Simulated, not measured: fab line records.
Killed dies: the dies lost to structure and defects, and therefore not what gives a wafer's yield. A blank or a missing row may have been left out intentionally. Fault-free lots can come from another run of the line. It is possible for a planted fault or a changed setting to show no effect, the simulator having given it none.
Which of the tools did it? / flow berkeley_cmos170 / Sampling: 16 lots, 48 wafers, 4 of 331 route steps

## WHAT THE GAUGES SHOWED, per wafer
UCB170_PWELL_THK_MEAS_03. Usual: PWELL_OXIDE_THK gives 26.4 nm (standard deviation 0.5).
lot=L328; measured=day 3 04:39; on=film_metro-03; PWELL_OXIDE_THK (nm)=26.0 26.5 26.1; flag=
lot=L327; measured=day 3 04:35; on=film_metro-03; PWELL_OXIDE_THK (nm)=26.9 26.9 26.4; flag=
lot=L329; measured=day 3 13:14; on=film_metro-03; PWELL_OXIDE_THK (nm)=27.6 27.2 27.3; flag=
lot=L330; measured=day 3 21:13; on=film_metro-02; PWELL_OXIDE_THK (nm)=26.3 26.3 26.4; flag=
lot=L331; measured=day 4 02:28; on=film_metro-02; PWELL_OXIDE_THK (nm)=26.5 26.5 26.3; flag=
lot=L332; measured=day 4 07:55; on=film_metro-04; PWELL_OXIDE_THK (nm)=26.4 26.1 26.5; flag=
lot=L333; measured=day 4 07:58; on=film_metro-03; PWELL_OXIDE_THK (nm)=26.3 26.6 26.5; flag=
lot=L337; measured=day 5 06:55; on=film_metro-04; PWELL_OXIDE_THK (nm)=25.9 25.4 25.9; flag=
lot=L336; measured=day 5 06:53; on=film_metro-02; PWELL_OXIDE_THK (nm)=26.1 26.4 26.1; flag=
lot=L338; measured=day 5 15:19; on=film_metro-04; PWELL_OXIDE_THK (nm)=25.9 26.1 26.5; flag=
lot=L339; measured=day 5 15:19; on=film_metro-02; PWELL_OXIDE_THK (nm)=26.7 26.4 26.6; flag=
lot=L340; measured=day 6 09:44; on=film_metro-04; PWELL_OXIDE_THK (nm)=27.1 26.9 26.6; flag=
lot=L341; measured=day 6 09:43; on=film_metro-02; PWELL_OXIDE_THK (nm)=26.2 26.6 26.3; flag=
lot=L342; measured=day 6 09:44; on=film_metro-03; PWELL_OXIDE_THK (nm)=26.0 25.4 25.9; flag=
lot=L343; measured=day 6 09:47; on=film_metro-04; PWELL_OXIDE_THK (nm)=25.6 25.6 25.4; flag=
lot=L344; measured=day 6 21:58; on=film_metro-03; PWELL_OXIDE_THK (nm)=26.9 26.4 26.4; flag=

UCB170_NLDD_OVL_MEAS_07. Usual: NLDD_OVL gives -1 nm (standard deviation 6).
lot=L328; measured=day 7 15:20; on=overlay-02; NLDD_OVL (nm)=2 5 -1; flag=
lot=L327; measured=day 7 14:48; on=overlay-02; NLDD_OVL (nm)=-3 -10 -4; flag=
lot=L329; measured=day 8 03:32; on=overlay-02; NLDD_OVL (nm)=4 3 5; flag=
lot=L330; measured=day 8 03:53; on=overlay-01; NLDD_OVL (nm)=-6 -5 -4; flag=
lot=L331; measured=day 8 14:58; on=overlay-02; NLDD_OVL (nm)=-2 -8 -1; flag=
lot=L332; measured=day 8 14:41; on=overlay-02; NLDD_OVL (nm)=-8 -6 -6; flag=
lot=L333; measured=day 8 13:53; on=overlay-01; NLDD_OVL (nm)=2 -2 4; flag=
lot=L337; measured=day 9 16:58; on=overlay-01; NLDD_OVL (nm)=-2 0 -5; flag=
lot=L336; measured=day 9 16:59; on=overlay-02; NLDD_OVL (nm)=2 13 2; flag=
lot=L338; measured=day 9 17:16; on=overlay-01; NLDD_OVL (nm)=188 185 184; flag=OFF
lot=L339; measured=day 9 17:32; on=overlay-01; NLDD_OVL (nm)=190 187 184; flag=OFF
lot=L340; measured=day 10 13:08; on=overlay-02; NLDD_OVL (nm)=-8 2 -4; flag=
lot=L341; measured=day 10 13:27; on=overlay-01; NLDD_OVL (nm)=166 170 173; flag=OFF
lot=L342; measured=day 10 12:53; on=overlay-01; NLDD_OVL (nm)=181 178 179; flag=OFF
lot=L343; measured=day 10 13:47; on=overlay-02; NLDD_OVL (nm)=3 0 -11; flag=
lot=L344; measured=day 10 23:41; on=overlay-01; NLDD_OVL (nm)=-9 -3 -5; flag=

## EACH LOT AND THE TOOL THAT RAN IT (in order: tool; ch and the chambers of the sampled wafers; start)
lot=L328; UCB170_ZERO_ETCH_06=rie_diel-03 ch 0,3, day 2 04:35; UCB170_NLDD_EXPOSE_03=krf_scanner-01 ch 0, day 7 14:50
lot=L327; UCB170_ZERO_ETCH_06=rie_diel-04 ch 2,3, day 2 04:56; UCB170_NLDD_EXPOSE_03=krf_scanner-01 ch 0, day 7 14:17
lot=L329; UCB170_ZERO_ETCH_06=rie_diel-03 ch 0,2, day 2 13:43; UCB170_NLDD_EXPOSE_03=krf_scanner-02 ch 0, day 8 03:01
lot=L330; UCB170_ZERO_ETCH_06=rie_diel-02 ch 1,2,3, day 2 18:32; UCB170_NLDD_EXPOSE_03=krf_scanner-01 ch 0, day 8 03:25
lot=L331; UCB170_ZERO_ETCH_06=rie_diel-03 ch 0,2,3, day 2 23:25; UCB170_NLDD_EXPOSE_03=krf_scanner-02 ch 0, day 8 14:26
lot=L332; UCB170_ZERO_ETCH_06=rie_diel-02 ch 0,1,3, day 3 05:51; UCB170_NLDD_EXPOSE_03=krf_scanner-02 ch 0, day 8 14:12
lot=L333; UCB170_ZERO_ETCH_06=rie_diel-03 ch 1,2,3, day 3 06:08; UCB170_NLDD_EXPOSE_03=krf_scanner-01 ch 0, day 8 13:23
lot=L337; UCB170_ZERO_ETCH_06=rie_diel-03 ch 2,3, day 3 23:37; UCB170_NLDD_EXPOSE_03=krf_scanner-01 ch 0, day 9 15:25
lot=L336; UCB170_ZERO_ETCH_06=rie_diel-04 ch 0,3, day 3 23:45; UCB170_NLDD_EXPOSE_03=krf_scanner-02 ch 0, day 9 15:37
lot=L338; UCB170_ZERO_ETCH_06=rie_diel-02 ch 0,1, day 4 10:31; UCB170_NLDD_EXPOSE_03=krf_scanner-01 ch 0, day 9 15:51
lot=L339; UCB170_ZERO_ETCH_06=rie_diel-04 ch 0,2,3, day 4 10:32; UCB170_NLDD_EXPOSE_03=krf_scanner-01 ch 0, day 9 15:58
lot=L340; UCB170_ZERO_ETCH_06=rie_diel-03 ch 1,3, day 5 02:46; UCB170_NLDD_EXPOSE_03=krf_scanner-02 ch 0, day 10 12:39
lot=L341; UCB170_ZERO_ETCH_06=rie_diel-02 ch 0,2, day 5 03:02; UCB170_NLDD_EXPOSE_03=krf_scanner-01 ch 0, day 10 12:56
lot=L342; UCB170_ZERO_ETCH_06=rie_diel-03 ch 0,1,2, day 5 09:13; UCB170_NLDD_EXPOSE_03=krf_scanner-01 ch 0, day 10 12:14
lot=L343; UCB170_ZERO_ETCH_06=rie_diel-04 ch 1,2,3, day 5 09:51; UCB170_NLDD_EXPOSE_03=krf_scanner-02 ch 0, day 10 13:17
lot=L344; UCB170_ZERO_ETCH_06=rie_diel-03 ch 0,2,3, day 5 22:27; UCB170_NLDD_EXPOSE_03=krf_scanner-02 ch 0, day 10 23:02
- UCB170_ZERO_ETCH_06: etches SiO2 in CHF3/CF4/Ar, time 12 s.
- UCB170_NLDD_EXPOSE_03: exposes mask NSELECT, target cd 1200 nm.

## WHAT THE TOOLS THEMSELVES READ (means of the sampled wafers that have a number; where no wafer has one, the mark that the record gives instead)
UCB170_ZERO_ETCH_06. Usual: drypump_motor_current_A 5.9 A, standard deviation 0.38; oes_product_au 0.619 a.u., standard deviation 0.01; throttle_valve_pct 9.22 %, standard deviation 0.15.
lot=L328; tool=rie_diel-03; drypump_motor_current_A (A)=5.8; oes_product_au (a.u.)=0.628; throttle_valve_pct (%)=9.32; flag=
lot=L327; tool=rie_diel-04; drypump_motor_current_A (A)=5.8; oes_product_au (a.u.)=0.625; throttle_valve_pct (%)=9.27; flag=
lot=L329; tool=rie_diel-03; drypump_motor_current_A (A)=6.0; oes_product_au (a.u.)=0.618; throttle_valve_pct (%)=9.09; flag=
lot=L330; tool=rie_diel-02; drypump_motor_current_A (A)=5.9; oes_product_au (a.u.)=0.624; throttle_valve_pct (%)=9.18; flag=
lot=L331; tool=rie_diel-03; drypump_motor_current_A (A)=5.9; oes_product_au (a.u.)=0.617; throttle_valve_pct (%)=9.21; flag=
lot=L332; tool=rie_diel-02; drypump_motor_current_A (A)=6.2; oes_product_au (a.u.)=0.613; throttle_valve_pct (%)=9.14; flag=
lot=L333; tool=rie_diel-03; drypump_motor_current_A (A)=5.9; oes_product_au (a.u.)=0.622; throttle_valve_pct (%)=9.17; flag=
lot=L337; tool=rie_diel-03; drypump_motor_current_A (A)=5.9; oes_product_au (a.u.)=0.631; throttle_valve_pct (%)=9.31; flag=
lot=L336; tool=rie_diel-04; drypump_motor_current_A (A)=5.9; oes_product_au (a.u.)=0.606; throttle_valve_pct (%)=9.34; flag=
lot=L338; tool=rie_diel-02; drypump_motor_current_A (A)=6.4; oes_product_au (a.u.)=0.617; throttle_valve_pct (%)=9.18; flag=
lot=L339; tool=rie_diel-04; drypump_motor_current_A (A)=6.0; oes_product_au (a.u.)=0.613; throttle_valve_pct (%)=9.25; flag=
lot=L340; tool=rie_diel-03; drypump_motor_current_A (A)=5.8; oes_product_au (a.u.)=0.619; throttle_valve_pct (%)=9.15; flag=
lot=L341; tool=rie_diel-02; drypump_motor_current_A (A)=5.9; oes_product_au (a.u.)=0.623; throttle_valve_pct (%)=9.26; flag=
lot=L342; tool=rie_diel-03; drypump_motor_current_A (A)=5.9; oes_product_au (a.u.)=0.617; throttle_valve_pct (%)=9.07; flag=
lot=L343; tool=rie_diel-04; drypump_motor_current_A (A)=5.8; oes_product_au (a.u.)=0.620; throttle_valve_pct (%)=9.31; flag=
lot=L344; tool=rie_diel-03; drypump_motor_current_A (A)=5.9; oes_product_au (a.u.)=0.624; throttle_valve_pct (%)=9.20; flag=

## THE ANSWER, worked out from the rows above alone
Rule: a lot counts as off when the mean over its wafers that have a number is more than 3 standard deviations away from the usual mean. Also off: a lot with no number at a reading for which 4 or more lots have one. All remaining lots with rows at the step are treated as sound. Order of review: gauges by route order, followed by the tools' own readings, for which a lot's mean as printed above is used. At the first step where some lot is off, the reading lying furthest off is the one used; lots without a number count as furthest.
Off: L338, L339, L341, L342, at UCB170_NLDD_OVL_MEAS_07 (NLDD_OVL).
If a tool, at a process step before that reading, ran all the lots that are off and no sound lot after the first of them, it fits. Gauges at UCB170_NLDD_OVL_MEAS_07: tried the same way as those tools. One fits: krf_scanner-01 at UCB170_NLDD_EXPOSE_03. Its last sound lot is L337 (day 9 15:25), its first lot that is off L338 (day 9 15:51): a fault that began between those two fits.

## WHAT THE SIMULATOR PUT IN
Scanner matching overlay: krf_scanner-01, from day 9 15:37 on, at UCB170_NLDD_EXPOSE_03. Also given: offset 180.
Lots struck among those shown: L338, L339, L341, L342. The rule above reached the same finding.
